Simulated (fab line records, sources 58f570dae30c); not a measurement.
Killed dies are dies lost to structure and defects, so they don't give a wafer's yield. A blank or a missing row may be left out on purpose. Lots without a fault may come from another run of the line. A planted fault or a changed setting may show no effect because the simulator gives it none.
fab line records | flow berkeley_cmos170
record lots=5 wafers=15 last_day=12
route steps=331 shown PSD@180 NSD@187 BACKSIDE@199 SDANNEAL@204 PLDD@208 NLDD@209 SILICIDE@210 CONTACT@216
lots that met no fault: from a run of the same line without faults
start_h: hours from the record's first day to the start of the lot's first wafer shown | wait_h: hours since the lot's step before | " the same as in the row above | L1.1+2: a row that stands for several wafers | - no value, or no start given | * or withheld: withheld | < > ~ a bound
route shown NAME@n: a module of which the file shows steps, and the number in the route of the first | usual: mean/standard deviation of fault-free wafers | same: alike in all rows | chamber/n: place in a boat | sites: the reading at each site | _std_site: their standard deviation | _edge_site: outer sites' mean less inner sites' | radius_mm: how far each site lies from the wafer's centre | mask NAME#n: copy n | behind: the tool/chamber that last shaped the wafer | hold: why the lot was held/for how many hours/how that ended | device: the transistor (n, p or np) that didn't switch | end of line: the same wafers' tests at the end of the route | a step without rows: its recipe alone | killed: dies lost to structure and defects at the first sort, not the wafer's yield | map: a wafer's dies, x killed, . not, _ none there
set.NAME: the setting as run; set.NAME@STEP: as run at that earlier step | model.NAME: the simulator's own value behind a step, which no gauge read
lots at some steps of the route; a table a step, a row a wafer
services: from which hour (start_h, from the record's first day; less than 0 if before it) a tool's chamber was out of use, for how many hours, and why
## steps
# step UCB170_PSD_DEVELOP_05
# recipe developer=TMAH develop_time_s=45 resist=KrF dev_temp_c=21
# columns lot.wafer tool chamber start_h wait_h
L075.2+3+5 litho_track-03 0 - -
L079.2+5+6 litho_track-02 0 - -
L082.3+4+5 litho_track-02 0 - -
L089.4+5+6 litho_track-03 0 - -
L092.2+3+5 litho_track-02 0 - -
# step UCB170_PSD_CD_MEAS_06
# recipe target_cd_nm=1200
# usual cd_nm=1200.1/1.3
# columns lot.wafer tool chamber start_h wait_h cd_nm
L075.2 cd_sem-01 - 170.78 - 1199.2
L075.3 " - " " 1200.3
L075.5 " - " " 1201.7
L079.2 cd_sem-01 - 184.72 - 1201.0
L079.5 " - " " 1201.9
L079.6 " - " " 1200.8
L082.3 cd_sem-02 - 197.76 - 1197.8
L082.4 " - " " 1198.6
L082.5 " - " " 1198.5
L089.4 cd_sem-01 - 242.05 - 1199.1
L089.5 " - " " 1198.1
L089.6 " - " " 1200.0
L092.2 cd_sem-02 - 253.61 - 1200.0
L092.3 " - " " 1200.5
L092.5 " - " " 1202.1
# step UCB170_PSD_OVL_MEAS_07
# usual PSD_OVL=-1/5.4
# columns lot.wafer tool chamber start_h wait_h PSD_OVL[nm]
L075.2 overlay-01 - 170.89 0.1 0
L075.3 " - " " -2
L075.5 " - " " -2
L079.2 overlay-01 - 184.83 0.1 -10
L079.5 " - " " -7
L079.6 " - " " -1
L082.3 overlay-01 - 197.85 0.1 -8
L082.4 " - " " -10
L082.5 " - " " -7
L089.4 overlay-02 - 242.13 0.1 -3
L089.5 " - " " 4
L089.6 " - " " 3
L092.2 overlay-01 - 253.72 0.1 13
L092.3 " - " " 0
L092.5 " - " " 6
# step UCB170_PSD_IMPLANT_08
# recipe species=B dose_cm2=3.038e+15 energy_kev=20 tilt_deg=7
# usual end_station_pressure_torr=1.27e-05/6.7e-07
# columns lot.wafer tool chamber start_h wait_h end_station_pressure_torr
L075.2 implanter-01 0 170.95 0.0 1.23e-05
L075.3 " 0 " " 1.27e-05
L075.5 " 0 " " 1.29e-05
L079.2 implanter-04 0 184.89 0.1 1.15e-05
L079.5 " 0 " " 1.31e-05
L079.6 " 0 " " 1.26e-05
L082.3 implanter-01 0 197.92 0.1 1.18e-05
L082.4 " 0 " " 1.18e-05
L082.5 " 0 " " 1.27e-05
L089.4 implanter-04 0 242.22 0.1 1.07e-05
L089.5 " 0 " " 1.37e-05
L089.6 " 0 " " 1.35e-05
L092.2 implanter-01 0 253.77 0.0 1.25e-05
L092.3 " 0 " " 1.3e-05
L092.5 " 0 " " 1.37e-05
# step UCB170_PSD_STRIP_09
# recipe chemistry=O2 power_w=400 pressure_mtorr=3500 platen_temp_c=withheld o2_flow_sccm=400 overash_fraction=0.5
# usual drypump_motor_current_A=5.81/0.27 oes_product_au=0.599/0.0044 strip_time_to_endpoint_s=29.54/0.07
# columns lot.wafer tool chamber start_h wait_h drypump_motor_current_A oes_product_au rf_hours_counter_h strip_time_to_endpoint_s
L075.2 plasma_asher-04 0 171.07 0.1 5.52 0.598 34 29.64
L075.3 " 0 " " 5.49 0.608 - 29.62
L075.5 " 1 " " 5.96 0.598 - 29.67
L079.2 plasma_asher-03 0 185.01 0.1 5.91 0.592 46 29.47
L079.5 " 1 " " 5.75 0.592 - 29.45
L079.6 " 0 " " 5.92 0.599 - 29.46
L082.3 plasma_asher-04 1 198.06 0.1 5.92 0.596 - 29.51
L082.4 " 0 " " 5.51 0.596 - 29.54
L082.5 " 1 " " 5.94 0.603 - 29.48
L089.4 plasma_asher-01 1 242.33 0.1 6.20 0.596 - 29.52
L089.5 " 0 " " 5.46 0.597 - 29.60
L089.6 " 1 " " 6.20 0.606 - 29.61
L092.2 plasma_asher-01 0 253.90 0.1 5.45 0.591 15 29.52
L092.3 " 0 " " 5.45 0.599 - 29.58
L092.5 " 0 " " 5.45 0.602 - 29.63
# step UCB170_PSD_TW_MEAS_10
# usual PSD_TW=2362/8.6
# columns lot.wafer tool chamber start_h wait_h PSD_TW
L075.2 film_metro-01 - 171.18 0.1 2354
L075.3 " - " " 2343
L075.5 " - " " 2365
L079.2 film_metro-03 - 185.12 0.1 2376
L079.5 " - " " 2367
L079.6 " - " " 2371
L082.3 film_metro-03 - 198.14 0.1 2366
L082.4 " - " " 2358
L082.5 " - " " 2350
L089.4 film_metro-03 - 242.42 0.1 2346
L089.5 " - " " 2367
L089.6 " - " " 2351
L092.2 film_metro-03 - 254.01 0.1 2360
L092.3 " - " " 2344
L092.5 " - " " 2353
# step UCB170_PSD_CLEAN_11
# recipe chemistry=SPM temp_c=120 time_s=600
# columns lot.wafer tool chamber start_h wait_h
L075.2+3+5 wet_bench-02 3 171.23 0.0
L079.2+5+6 wet_bench-01 1 185.25 0.1
L082.3+4+5 wet_bench-02 2 198.18 0.0
L089.4+5+6 wet_bench-01 2 242.98 0.5
L092.2+3+5 wet_bench-02 0 257.21 3.2
# step UCB170_NSD_HMDS_00
# recipe prime_time_s=60 prime_temp_c=100
# columns lot.wafer tool chamber start_h wait_h
L075.2+3+5 litho_track-02 0 171.43 0.0
L079.2+5+6 litho_track-01 0 185.45 0.0
L082.3+4+5 litho_track-02 0 198.73 0.4
L089.4+5+6 litho_track-04 0 243.45 0.3
L092.2+3+5 litho_track-04 0 257.51 0.1
# step UCB170_NSD_COAT_01
# recipe resist=KrF spin_rpm=1500 resist_thk_nm=900
# columns lot.wafer tool chamber start_h wait_h
L075.2+3+5 litho_track-02 0 171.58 0.1
L079.2+5+6 litho_track-01 0 185.60 0.1
L082.3+4+5 litho_track-02 0 198.88 0.1
L089.4+5+6 litho_track-04 0 243.60 0.1
L092.2+3+5 litho_track-04 0 257.66 0.1
# step UCB170_NSD_SOFTBAKE_02
# recipe resist=KrF temp_c=130 time_s=60
# columns lot.wafer tool chamber start_h wait_h
L075.2+3+5 litho_track-02 0 171.73 0.1
L079.2+5+6 litho_track-01 0 185.75 0.1
L082.3+4+5 litho_track-02 0 199.03 0.1
L089.4+5+6 litho_track-04 0 243.75 0.1
L092.2+3+5 litho_track-04 0 257.81 0.1
# step UCB170_NSD_EXPOSE_03
# recipe mask_id=NSELECT_MOD na=0.5 sigma_outer=0.6 source_shape=conventional target_cd_nm=1200 dose_mj=30
# columns lot.wafer tool chamber start_h wait_h mask
L075.2+3+5 krf_scanner-02 0 171.90 0.1 NSELECT_MOD#0
L079.2+5+6 krf_scanner-01 0 185.89 0.1 NSELECT_MOD#0
L082.3+4+5 krf_scanner-01 0 199.30 0.2 NSELECT_MOD#0
L089.4+5+6 krf_scanner-02 0 244.06 0.3 NSELECT_MOD#0
L092.2+3+5 krf_scanner-02 0 258.27 0.4 NSELECT_MOD#0
# step UCB170_NSD_PEB_04
# recipe peb_temp_c=130 peb_time_s=withheld resist=KrF
# columns lot.wafer tool chamber start_h wait_h
L075.2+3+5 litho_track-01 0 172.20 0.3
L079.2+5+6 litho_track-02 0 186.42 0.5
L082.3+4+5 litho_track-01 0 199.49 0.2
L089.4+5+6 litho_track-02 0 244.71 0.6
L092.2+3+5 litho_track-02 0 258.58 0.3
# step UCB170_NSD_DEVELOP_05
# recipe developer=TMAH develop_time_s=45 resist=KrF dev_temp_c=21
# columns lot.wafer tool chamber start_h wait_h
L075.2+3+5 litho_track-01 0 - -
L079.2+5+6 litho_track-02 0 - -
L082.3+4+5 litho_track-01 0 - -
L089.4+5+6 litho_track-02 0 - -
L092.2+3+5 litho_track-02 0 - -
# step UCB170_NSD_CD_MEAS_06
# recipe target_cd_nm=1200
# usual cd_nm=1200.1/1.4
# columns lot.wafer tool chamber start_h wait_h cd_nm
L075.2 cd_sem-02 - 172.47 - 1198.1
L075.3 " - " " 1197.4
L075.5 " - " " 1200.0
L079.2 cd_sem-01 - 186.69 - 1199.5
L079.5 " - " " 1201.1
L079.6 " - " " 1200.7
L082.3 cd_sem-01 - 199.76 - 1201.6
L082.4 " - " " 1201.5
L082.5 " - " " 1199.4
L089.4 cd_sem-01 - 244.97 - 1199.8
L089.5 " - " " 1200.3
L089.6 " - " " 1198.3
L092.2 cd_sem-02 - 258.85 - 1198.7
L092.3 " - " " 1198.7
L092.5 " - " " 1199.2
# step UCB170_NSD_OVL_MEAS_07
# usual NSD_OVL=0/5.1
# columns lot.wafer tool chamber start_h wait_h NSD_OVL[nm]
L075.2 overlay-01 - 172.58 0.1 8
L075.3 " - " " 7
L075.5 " - " " 3
L079.2 overlay-02 - 186.80 0.1 -3
L079.5 " - " " 3
L079.6 " - " " -7
L082.3 overlay-01 - 199.85 0.1 2
L082.4 " - " " -13
L082.5 " - " " 4
L089.4 overlay-01 - 245.05 0.1 -11
L089.5 " - " " -4
L089.6 " - " " -6
L092.2 overlay-01 - 258.96 0.1 0
L092.3 " - " " 0
L092.5 " - " " 1
# step UCB170_NSD_IMPLANT_08
# recipe species=P dose_cm2=3e+15 energy_kev=40 tilt_deg=7
# usual end_station_pressure_torr=1.26e-05/6.9e-07
# columns lot.wafer tool chamber start_h wait_h end_station_pressure_torr
L075.2 implanter-03 0 172.63 0.0 1.37e-05
L075.3 " 0 " " 1.34e-05
L075.5 " 0 " " 1.17e-05
L079.2 implanter-01 0 186.85 0.0 1.24e-05
L079.5 " 0 " " 1.26e-05
L079.6 " 0 " " 1.28e-05
L082.3 implanter-04 0 199.92 0.1 1.25e-05
L082.4 " 0 " " 1.26e-05
L082.5 " 0 " " 1.32e-05
L089.4 implanter-01 0 245.14 0.1 1.22e-05
L089.5 " 0 " " 1.2e-05
L089.6 " 0 " " 1.33e-05
L092.2 implanter-01 0 259.01 0.0 1.11e-05
L092.3 " 0 " " 1.22e-05
L092.5 " 0 " " 1.19e-05
# step UCB170_NSD_STRIP_09
# recipe chemistry=O2 power_w=400 pressure_mtorr=3500 platen_temp_c=withheld o2_flow_sccm=400 overash_fraction=0.5
# usual drypump_motor_current_A=5.81/0.22 oes_product_au=0.534/0.0042 strip_time_to_endpoint_s=35.81/0.072
# columns lot.wafer tool chamber start_h wait_h drypump_motor_current_A oes_product_au rf_hours_counter_h strip_time_to_endpoint_s
L075.2 plasma_asher-04 1 172.76 0.1 5.91 0.528 34 35.83
L075.3 " 1 " " 5.91 0.543 - 35.84
L075.5 " 1 " " 5.92 0.534 - 35.81
L079.2 plasma_asher-02 0 186.98 0.1 6.24 0.541 47 35.76
L079.5 " 1 " " 5.66 0.540 - 35.76
L079.6 " 0 " " 6.26 0.537 - 35.74
L082.3 plasma_asher-03 1 200.06 0.1 5.77 0.524 - 35.72
L082.4 " 0 " " 5.93 0.536 - 35.72
L082.5 " 1 " " 5.76 0.537 - 35.69
L089.4 plasma_asher-04 1 245.25 0.1 5.89 0.531 - 35.93
L089.5 " 0 " " 5.49 0.535 - 35.84
L089.6 " 1 " " 5.91 0.530 - 35.87
L092.2 plasma_asher-04 0 259.14 0.1 5.50 0.537 43 35.82
L092.3 " 1 " " 5.94 0.533 - 35.83
L092.5 " 0 " " 5.51 0.535 - 35.80
# step UCB170_NSD_TW_MEAS_10
# usual NSD_TW=4227/21
# columns lot.wafer tool chamber start_h wait_h NSD_TW
L075.2 film_metro-03 - 172.87 0.1 4222
L075.3 " - " " 4237
L075.5 " - " " 4241
L079.2 film_metro-02 - 187.09 0.1 4248
L079.5 " - " " 4247
L079.6 " - " " 4262
L082.3 film_metro-01 - 200.14 0.1 4198
L082.4 " - " " 4219
L082.5 " - " " 4188
L089.4 film_metro-03 - 245.35 0.1 4224
L089.5 " - " " 4210
L089.6 " - " " 4216
L092.2 film_metro-01 - 259.25 0.1 4233
L092.3 " - " " 4189
L092.5 " - " " 4205
# step UCB170_NSD_CLEAN_11
# recipe chemistry=SPM temp_c=120 time_s=600
# columns lot.wafer tool chamber start_h wait_h
L075.2+3+5 wet_bench-03 1 172.92 0.0
L079.2+5+6 wet_bench-03 3 187.30 0.2
L082.3+4+5 wet_bench-04 0 200.18 0.0
L089.4+5+6 wet_bench-02 0 245.50 0.1
L092.2+3+5 wet_bench-03 2 259.36 0.1
# step UCB170_BACKSIDE_HMDS_00
# recipe prime_time_s=60 prime_temp_c=100
# columns lot.wafer tool chamber start_h wait_h
L075.2+3+5 litho_track-03 0 173.12 0.0
L079.2+5+6 litho_track-01 0 188.23 0.5
L082.3+4+5 litho_track-01 0 200.67 0.3
L089.4+5+6 litho_track-03 0 245.75 0.1
L092.2+3+5 litho_track-04 0 259.83 0.3
# step UCB170_BACKSIDE_COAT_01
# recipe resist=KrF spin_rpm=1500 resist_thk_nm=900
# columns lot.wafer tool chamber start_h wait_h
L075.2+3+5 litho_track-03 0 173.27 0.1
L079.2+5+6 litho_track-01 0 188.38 0.1
L082.3+4+5 litho_track-01 0 200.82 0.1
L089.4+5+6 litho_track-03 0 245.90 0.1
L092.2+3+5 litho_track-04 0 259.98 0.1
# step UCB170_BACKSIDE_SOFTBAKE_02
# recipe resist=KrF temp_c=130 time_s=60
# columns lot.wafer tool chamber start_h wait_h
L075.2+3+5 litho_track-03 0 173.42 0.1
L079.2+5+6 litho_track-01 0 188.53 0.1
L082.3+4+5 litho_track-01 0 200.97 0.1
L089.4+5+6 litho_track-03 0 246.05 0.1
L092.2+3+5 litho_track-04 0 260.13 0.1
# step UCB170_BACKSIDE_STRIP_03
# recipe chemistry=O2 power_w=400 pressure_mtorr=3500 platen_temp_c=withheld o2_flow_sccm=400 overash_fraction=0.5
# usual drypump_motor_current_A=5.86/0.3 oes_product_au=0.735/0.0047 strip_time_to_endpoint_s=21.96/0.063
# columns lot.wafer tool chamber start_h wait_h drypump_motor_current_A oes_product_au rf_hours_counter_h strip_time_to_endpoint_s
L075.2 plasma_asher-03 1 173.58 0.1 5.75 0.738 44 21.98
L075.3 " 0 " " 5.88 0.742 - 22.03
L075.5 " 0 " " 5.90 0.739 - 22.00
L079.2 plasma_asher-01 1 188.65 0.1 6.23 0.742 8 21.95
L079.5 " 0 " " 5.45 0.736 - 21.97
L079.6 " 1 " " 6.21 0.740 - 22.02
L082.3 plasma_asher-02 1 201.10 0.1 5.66 0.730 - 22.03
L082.4 " 0 " " 6.21 0.734 - 21.95
L082.5 " 0 " " 6.14 0.731 - 21.98
L089.4 plasma_asher-03 0 246.16 0.1 5.91 0.729 - 21.92
L089.5 " 1 " " 5.78 0.730 - 21.90
L089.6 " 0 " " 5.89 0.736 - 21.95
L092.2 plasma_asher-02 0 260.25 0.1 6.23 0.730 54 22.02
L092.3 " 0 " " 6.26 0.736 - 21.99
L092.5 " 0 " " 6.20 0.737 - 21.97
# step UCB170_BACKSIDE_CLEAN_04
# recipe chemistry=SPM temp_c=120 time_s=600
# columns lot.wafer tool chamber start_h wait_h
L075.2+3+5 wet_bench-01 1 173.68 0.1
L079.2+5+6 wet_bench-01 0 188.75 0.1
L082.3+4+5 wet_bench-03 3 202.00 0.9
L089.4+5+6 wet_bench-02 3 246.23 0.0
L092.2+3+5 wet_bench-03 1 260.35 0.1
# step UCB170_SDANNEAL_RTA_00
# recipe temp_c=900 time_s=10 ambient=N2
# usual anneal_temp_c_max=904.1/1.2 lamp_power_pct=22.1/0.9 wafer_temp_C_max=903.9/0.77
# columns lot.wafer tool chamber start_h wait_h anneal_temp_c_max lamp_power_pct wafer_temp_C_max
L075.2 rtp_anneal-01 0 173.88 0.0 904.3 21.1 903.8
L075.3 " 0 " " 907.5 21.1 904.8
L075.5 " 0 " " 907.0 21.1 903.1
L079.2 rtp_anneal-01 0 188.94 0.0 904.6 21.1 904.9
L079.5 " 0 " " 907.5 21.2 903.5
L079.6 " 0 " " 905.2 21.1 904.5
L082.3 rtp_anneal-02 0 202.21 0.0 903.5 22.9 904.3
L082.4 " 0 " " 903.1 22.9 904.9
L082.5 " 0 " " 903.6 22.9 905.0
L089.4 rtp_anneal-02 0 246.44 0.0 904.3 22.9 903.6
L089.5 " 0 " " 902.5 22.9 903.5
L089.6 " 0 " " 902.9 23.0 903.1
L092.2 rtp_anneal-02 0 260.54 0.0 903.4 22.9 903.6
L092.3 " 0 " " 903.1 23.0 902.9
L092.5 " 0 " " 903.2 22.9 903.4
# step UCB170_SDANNEAL_RTA_01
# recipe temp_c=1050 time_s=5 ambient=N2
# usual anneal_temp_c_max=1054.6/1.3 lamp_power_pct=34.1/1.4 wafer_temp_C_max=1054.6/1
# columns lot.wafer tool chamber start_h wait_h anneal_temp_c_max lamp_power_pct wafer_temp_C_max
L075.2 rtp_anneal-01 0 173.95 0.1 1054.5 32.7 1054.5
L075.3 " 0 " " 1056.6 32.6 1055.1
L075.5 " 0 " " 1056.8 32.7 1054.9
L079.2 rtp_anneal-01 0 189.01 0.1 1057.7 32.6 1053.3
L079.5 " 0 " " 1056.1 32.6 1057.3
L079.6 " 0 " " 1055.8 32.6 1054.2
L082.3 rtp_anneal-02 0 202.28 0.1 1053.4 35.4 1053.8
L082.4 " 0 " " 1052.2 35.4 1053.6
L082.5 " 0 " " 1053.0 35.4 1054.7
L089.4 rtp_anneal-02 0 246.50 0.1 1054.0 35.4 1052.4
L089.5 " 0 " " 1053.4 35.4 1054.2
L089.6 " 0 " " 1054.0 35.4 1056.0
L092.2 rtp_anneal-02 0 260.61 0.1 1054.0 35.4 1054.9
L092.3 " 0 " " 1053.2 35.4 1053.7
L092.5 " 0 " " 1052.7 35.5 1054.5
# step UCB170_SDANNEAL_RS_MEAS_02
# recipe thk_meas_gauge=four-point-probe
# usual PSD_RS=74.9/0.34
# columns lot.wafer tool chamber start_h wait_h PSD_RS[ohm/sq]
L075.2 film_metro-01 - 174.02 0.1 74.8
L075.3 " - " " 74.7
L075.5 " - " " 74.7
L079.2 film_metro-01 - 189.07 0.1 74.7
L079.5 " - " " 75.5
L079.6 " - " " 75.1
L082.3 film_metro-02 - 202.36 0.1 74.5
L082.4 " - " " 74.7
L082.5 " - " " 74.8
L089.4 film_metro-01 - 246.59 0.1 74.8
L089.5 " - " " 75.2
L089.6 " - " " 75.2
L092.2 film_metro-02 - 260.67 0.1 74.5
L092.3 " - " " 74.6
L092.5 " - " " 74.4
# step UCB170_SDANNEAL_RS_MEAS_03
# recipe thk_meas_gauge=four-point-probe
# usual NSD_RS=37.32/0.092
# columns lot.wafer tool chamber start_h wait_h NSD_RS[ohm/sq]
L075.2 film_metro-01 - 174.14 0.1 37.17
L075.3 " - " " 37.18
L075.5 " - " " 37.18
L079.2 film_metro-01 - 189.19 0.1 37.47
L079.5 " - " " 37.56
L079.6 " - " " 37.40
L082.3 film_metro-02 - 202.48 0.1 37.40
L082.4 " - " " 37.38
L082.5 " - " " 37.32
L089.4 film_metro-01 - 246.71 0.1 37.32
L089.5 " - " " 37.33
L089.6 " - " " 37.29
L092.2 film_metro-02 - 260.79 0.1 37.31
L092.3 " - " " 37.34
L092.5 " - " " 37.28
# step UCB170_SDANNEAL_RS_MEAS_04
# recipe thk_meas_gauge=four-point-probe
# usual PLDD_RS=1032.8/2.9
# columns lot.wafer tool chamber start_h wait_h PLDD_RS[ohm/sq]
L075.2 film_metro-01 - 174.26 0.1 1032.4
L075.3 " - " " 1034.0
L075.5 " - " " 1033.3
L079.2 film_metro-01 - 189.31 0.1 1033.6
L079.5 " - " " 1034.1
L079.6 " - " " 1035.8
L082.3 film_metro-02 - 202.60 0.1 1029.9
L082.4 " - " " 1030.6
L082.5 " - " " 1028.3
L089.4 film_metro-01 - 246.83 0.1 1034.0
L089.5 " - " " 1033.4
L089.6 " - " " 1032.3
L092.2 film_metro-02 - 260.91 0.1 1031.9
L092.3 " - " " 1027.9
L092.5 " - " " 1032.3
# step UCB170_SDANNEAL_RS_MEAS_05
# recipe thk_meas_gauge=four-point-probe
# usual NLDD_RS=620.8/1.5
# columns lot.wafer tool chamber start_h wait_h NLDD_RS[ohm/sq]
L075.2 film_metro-01 - 174.38 0.1 624.9
L075.3 " - " " 621.8
L075.5 " - " " 621.6
L079.2 film_metro-01 - 189.43 0.1 623.8
L079.5 " - " " 622.8
L079.6 " - " " 623.2
L082.3 film_metro-02 - 202.72 0.1 620.9
L082.4 " - " " 619.6
L082.5 " - " " 618.6
L089.4 film_metro-01 - 246.95 0.1 621.2
L089.5 " - " " 620.1
L089.6 " - " " 620.6
L092.2 film_metro-02 - 261.03 0.1 620.1
L092.3 " - " " 616.7
L092.5 " - " " 618.3
# step UCB170_SILICIDE_PRE_CLEAN_00
# recipe gas=Ar preclean_etch_time_s=60
# columns lot.wafer tool chamber start_h wait_h
L075.2+3+5 pvd_sputter-04 - 174.48 0.1
L079.2+5+6 pvd_sputter-03 - 189.53 0.1
L082.3+4+5 pvd_sputter-04 - 202.80 0.1
L089.4+5+6 pvd_sputter-01 - 247.01 0.0
L092.2+3+5 pvd_sputter-04 - 261.13 0.1
# step UCB170_SILICIDE_SPUTTER_01
# recipe material=Ti target_thk_nm=30 time_s=25 power_w=1479 chamber_pressure_pa=0.5
# usual throttle_valve_pct=29.9/0.84
# columns lot.wafer tool chamber start_h wait_h throttle_valve_pct
L075.2 pvd_sputter-04 - 174.54 0.0 30.8
L075.3 " - " " 29.2
L075.5 " - " " 30.8
L079.2 pvd_sputter-03 - 189.60 0.0 31.4
L079.5 " - " " 28.3
L079.6 " - " " 30.2
L082.3 pvd_sputter-04 - 202.86 0.0 29.3
L082.4 " - " " 30.1
L082.5 " - " " 29.8
L089.4 pvd_sputter-01 - 247.08 0.0 29.0
L089.5 " - " " 29.0
L089.6 " - " " 29.8
L092.2 pvd_sputter-04 - 261.20 0.0 30.1
L092.3 " - " " 28.9
L092.5 " - " " 29.4
# step UCB170_SILICIDE_RS_MEAS_02
# recipe thk_meas_gauge=four-point-probe reads=Ti_of_SILICIDE_SPUTTER_01
# usual SILICIDE_TI_RS=26.4/0.45
# columns lot.wafer tool chamber start_h wait_h SILICIDE_TI_RS[ohm/sq]
L075.2 film_metro-04 - 174.59 0.0 26.4
L075.3 " - " " 26.1
L075.5 " - " " 26.3
L079.2 film_metro-04 - 189.65 0.0 26.6
L079.5 " - " " 26.5
L079.6 " - " " 26.2
L082.3 film_metro-01 - 202.93 0.1 26.9
L082.4 " - " " 26.4
L082.5 " - " " 26.6
L089.4 film_metro-04 - 247.17 0.1 26.9
L089.5 " - " " 26.9
L089.6 " - " " 26.5
L092.2 film_metro-03 - 261.25 0.0 26.4
L092.3 " - " " 26.5
L092.5 " - " " 26.6
# step UCB170_SILICIDE_THK_MEAS_03
# recipe thk_meas_gauge=xrf reads=Ti_of_SILICIDE_SPUTTER_01
# usual SILICIDE_TI_THK=29.5/0.45
# columns lot.wafer tool chamber start_h wait_h SILICIDE_TI_THK[nm]
L075.2 film_metro-04 - 174.70 0.1 29.5
L075.3 " - " " 29.8
L075.5 " - " " 29.7
L079.2 film_metro-04 - 189.76 0.1 29.4
L079.5 " - " " 29.4
L079.6 " - " " 29.6
L082.3 film_metro-01 - 203.03 0.1 28.8
L082.4 " - " " 29.4
L082.5 " - " " 29.3
L089.4 film_metro-04 - 247.26 0.1 29.0
L089.5 " - " " 28.9
L089.6 " - " " 29.2
L092.2 film_metro-03 - 261.36 0.1 29.4
L092.3 " - " " 29.5
L092.5 " - " " 29.1
# step UCB170_SILICIDE_RTA_04
# recipe temp_c=650 time_s=15 ambient=N2
# usual anneal_temp_c_max=653.0/0.9 lamp_power_pct=9.4/0.39 wafer_temp_C_max=652.9/0.67
# columns lot.wafer tool chamber start_h wait_h anneal_temp_c_max lamp_power_pct wafer_temp_C_max
L075.2 rtp_anneal-01 0 174.77 0.1 653.2 9.1 651.8
L075.3 " 0 " " 653.7 9.0 652.9
L075.5 " 0 " " 653.1 9.1 653.2
L079.2 rtp_anneal-01 0 189.82 0.1 653.7 9.1 652.6
L079.5 " 0 " " 653.5 9.0 652.1
L079.6 " 0 " " 653.1 9.1 653.2
L082.3 rtp_anneal-01 0 203.10 0.1 654.1 9.0 652.4
L082.4 " 0 " " 652.8 9.1 653.2
L082.5 " 0 " " 653.4 9.1 652.3
L089.4 rtp_anneal-02 0 247.32 0.1 651.5 9.8 652.9
L089.5 " 0 " " 652.0 9.8 653.2
L089.6 " 0 " " 652.4 9.8 653.0
L092.2 rtp_anneal-02 0 261.42 0.1 652.3 9.8 653.1
L092.3 " 0 " " 652.2 9.8 652.5
L092.5 " 0 " " 653.2 9.8 653.4
# step UCB170_SILICIDE_WET_ETCH_05
# recipe chemistry=SPM time_s=45 temp_c=120 target=Ti
# columns lot.wafer tool chamber start_h wait_h
L075.2+3+5 wet_bench-03 3 174.83 0.1
L079.2+5+6 wet_bench-04 1 189.89 0.1
L082.3+4+5 wet_bench-03 2 203.27 0.2
L089.4+5+6 wet_bench-03 0 247.36 0.0
L092.2+3+5 wet_bench-03 0 261.49 0.1
# step UCB170_CONTACT_CLEAN_00
# recipe chemistry=SPM temp_c=120 time_s=600
# columns lot.wafer tool chamber start_h wait_h
L075.2+3+5 wet_bench-01 0 174.85 0.0
L079.2+5+6 wet_bench-03 2 189.91 0.0
L082.3+4+5 wet_bench-03 2 203.48 0.2
L089.4+5+6 wet_bench-04 0 247.38 0.0
L092.2+3+5 wet_bench-03 1 261.51 0.0
# step UCB170_CONTACT_CVD_01
# recipe material=PSG target_thk_nm=700 temp_c=450 precursor=SiH4/O2/PH3 time_s=2820 pressure_mtorr=300 sih4_flow_sccm=60 o2_flow_sccm=90 ph3_flow_sccm=25
# usual spike_tc_load_C=471.3/1.7
# columns lot.wafer tool chamber start_h wait_h spike_tc_load_C
L075.2 lpcvd-02 1 175.08 0.0 472.1
L075.3 " 1 " " 472.5
L075.5 " 1 " " 473.4
L079.2 lpcvd-01 1 191.12 0.8 472.9
L079.5 " 1 " " 471.7
L079.6 " 1 " " 474.5
L082.3 lpcvd-01 1 204.18 0.5 472.9
L082.4 " 1 " " 471.6
L082.5 " 1 " " 471.7
L089.4 lpcvd-02 0 247.56 0.0 468.3
L089.5 " 0 " " 468.7
L089.6 " 0 " " 468.7
L092.2 lpcvd-02 0 261.75 0.1 468.9
L092.3 " 0 " " 469.2
L092.5 " 0 " " 469.6
# step UCB170_CONTACT_THK_MEAS_02
# recipe reads=PSG_of_CONTACT_CVD_01
# usual CONTACT_PSG_THK=701/8
# columns lot.wafer tool chamber start_h wait_h CONTACT_PSG_THK[nm]
L075.2 film_metro-02 - 176.87 0.0 701
L075.3 " - " " 692
L075.5 " - " " 693
L079.2 film_metro-04 - 193.81 0.0 711
L079.5 " - " " 702
L079.6 " - " " 712
L082.3 film_metro-03 - 205.99 0.0 713
L082.4 " - " " 702
L082.5 " - " " 705
L089.4 film_metro-03 - 249.37 0.0 710
L089.5 " - " " 705
L089.6 " - " " 703
L092.2 film_metro-02 - 263.55 0.0 693
L092.3 " - " " 692
L092.5 " - " " 693
# step UCB170_CONTACT_HMDS_03
# recipe prime_time_s=60 prime_temp_c=100
# columns lot.wafer tool chamber start_h wait_h
L075.2+3+5 litho_track-03 0 177.21 0.3
L079.2+5+6 litho_track-02 0 193.88 0.1
L082.3+4+5 litho_track-01 0 206.54 0.5
L089.4+5+6 litho_track-01 0 249.57 0.2
L092.2+3+5 litho_track-02 0 263.62 0.1
# step UCB170_CONTACT_COAT_04
# recipe resist=KrF spin_rpm=1500 resist_thk_nm=900
# columns lot.wafer tool chamber start_h wait_h
L075.2+3+5 litho_track-03 0 177.36 0.1
L079.2+5+6 litho_track-02 0 194.03 0.1
L082.3+4+5 litho_track-01 0 206.69 0.1
L089.4+5+6 litho_track-01 0 249.72 0.1
L092.2+3+5 litho_track-02 0 263.77 0.1
# step UCB170_CONTACT_SOFTBAKE_05
# recipe resist=KrF temp_c=130 time_s=60
# columns lot.wafer tool chamber start_h wait_h
L075.2+3+5 litho_track-03 0 177.51 0.1
L079.2+5+6 litho_track-02 0 194.18 0.1
L082.3+4+5 litho_track-01 0 206.84 0.1
L089.4+5+6 litho_track-01 0 249.87 0.1
L092.2+3+5 litho_track-02 0 263.92 0.1
## services
# columns tool chamber start_h hours kind
implanter-03 - 151.07 5.1 pm
rtp_anneal-01 - 157.39 4.6 pm
krf_scanner-01 - 159.46 1.3 pm
krf_scanner-01 - 171.11 1.0 pm
lpcvd-02 - 178.25 5.2 repair
implanter-01 - 179.67 5.4 repair
wet_bench-02 - 184.02 5.8 repair
pvd_sputter-01 - 190.61 2.1 repair
implanter-03 - 197.08 1.6 repair
implanter-03 - 198.78 2.3 repair
implanter-03 - 204.58 5.8 repair
implanter-01 - 212.00 1.3 repair
plasma_asher-02 - 213.64 3.2 repair
wet_bench-04 - 215.29 12.2 repair
krf_scanner-01 0 221.52 - calibration
lpcvd-01 - 225.27 2.7 repair
krf_scanner-02 0 230.83 - calibration
krf_scanner-01 - 236.77 0.8 pm
krf_scanner-02 - 238.00 0.7 repair
wet_bench-01 - 241.04 1.9 pm
krf_scanner-02 - 250.93 0.7 repair
lpcvd-02 - 254.81 1.7 repair
litho_track-04 - 257.31 - consumable_replace:filter
implanter-04 - 257.75 2.5 repair
## key
fault none
